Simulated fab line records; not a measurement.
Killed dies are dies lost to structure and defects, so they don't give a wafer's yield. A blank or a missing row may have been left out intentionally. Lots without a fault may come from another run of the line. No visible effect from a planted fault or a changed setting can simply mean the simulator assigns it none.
What tool caused it? + flow rit-cmos + 7 lots, 21 wafers sampled, at 2 steps of a route of 202

## WHAT THE GAUGES READ, wafer by wafer
RIT_WELLDRIVE_RS_MEAS_01: measurement is done with a four-point probe.
| lot  | measured    | on            | NWELL_RS (ohm/sq) |
|------|-------------|---------------|-------------------|
| L680 | day 2 16:00 | film-metro-01 | 275.4 274.6 274.8 |
| L685 | day 3 17:03 | film-metro-01 | 274.8 274.8 274.7 |
| L687 | day 4 01:30 | film-metro-03 | 274.6 275.8 274.9 |
| L689 | day 4 15:31 | film-metro-01 | 275.5 275.4 275.7 |
| L692 | day 5 10:37 | film-metro-03 | 274.4 274.7 275.4 |
| L696 | day 6 11:33 | film-metro-01 | 282.9 282.8 282.1 |
| L702 | day 7 04:29 | film-metro-04 | 276.5 275.8 275.6 |

## TOOL THAT RAN EACH LOT (tool first, then ch and the chambers of the sampled wafers, then the start)
| lot  | RIT_NWELL_IMPLANT_08           |
|------|--------------------------------|
| L680 | implanter-02 ch 0, day 2 08:41 |
| L685 | implanter-03 ch 0, day 3 09:01 |
| L687 | implanter-03 ch 0, day 3 15:22 |
| L689 | implanter-03 ch 0, day 4 07:43 |
| L692 | implanter-01 ch 0, day 4 23:55 |
| L696 | implanter-02 ch 0, day 6 01:40 |
| L702 | implanter-03 ch 0, day 6 18:28 |
- RIT_NWELL_IMPLANT_08

## THE ANSWER, worked out from the rows above alone
Rule: the lots themselves supply what counts as usual. The widest of any qualifying gaps counts: lots, ordered by their means at a reading, are off when they make up no more than a third of the lots, leave a main group of 4 or more, and stand apart from it by 3 or more times the standard deviation of that group's means. Not used: any main group whose means are identical at the precision the tables above print for the reading. Also off: a lot with no number at a reading for which 4 or more lots have one. All remaining lots with rows at the step are treated as sound.
Off: L696, at RIT_WELLDRIVE_RS_MEAS_01 (NWELL_RS). The main group has a mean of 275.2 ohm/sq with a standard deviation of 0.43.
If a tool, at a process step before that reading, ran all the lots that are off and no sound lot after the first of them, it fits. The gauges at RIT_WELLDRIVE_RS_MEAS_01 are tried like those tools. Can't be told from this: 2 tools fit, implanter-02 at RIT_NWELL_IMPLANT_08, film-metro-01 at RIT_WELLDRIVE_RS_MEAS_01.

## WHAT THE SIMULATOR PUT IN
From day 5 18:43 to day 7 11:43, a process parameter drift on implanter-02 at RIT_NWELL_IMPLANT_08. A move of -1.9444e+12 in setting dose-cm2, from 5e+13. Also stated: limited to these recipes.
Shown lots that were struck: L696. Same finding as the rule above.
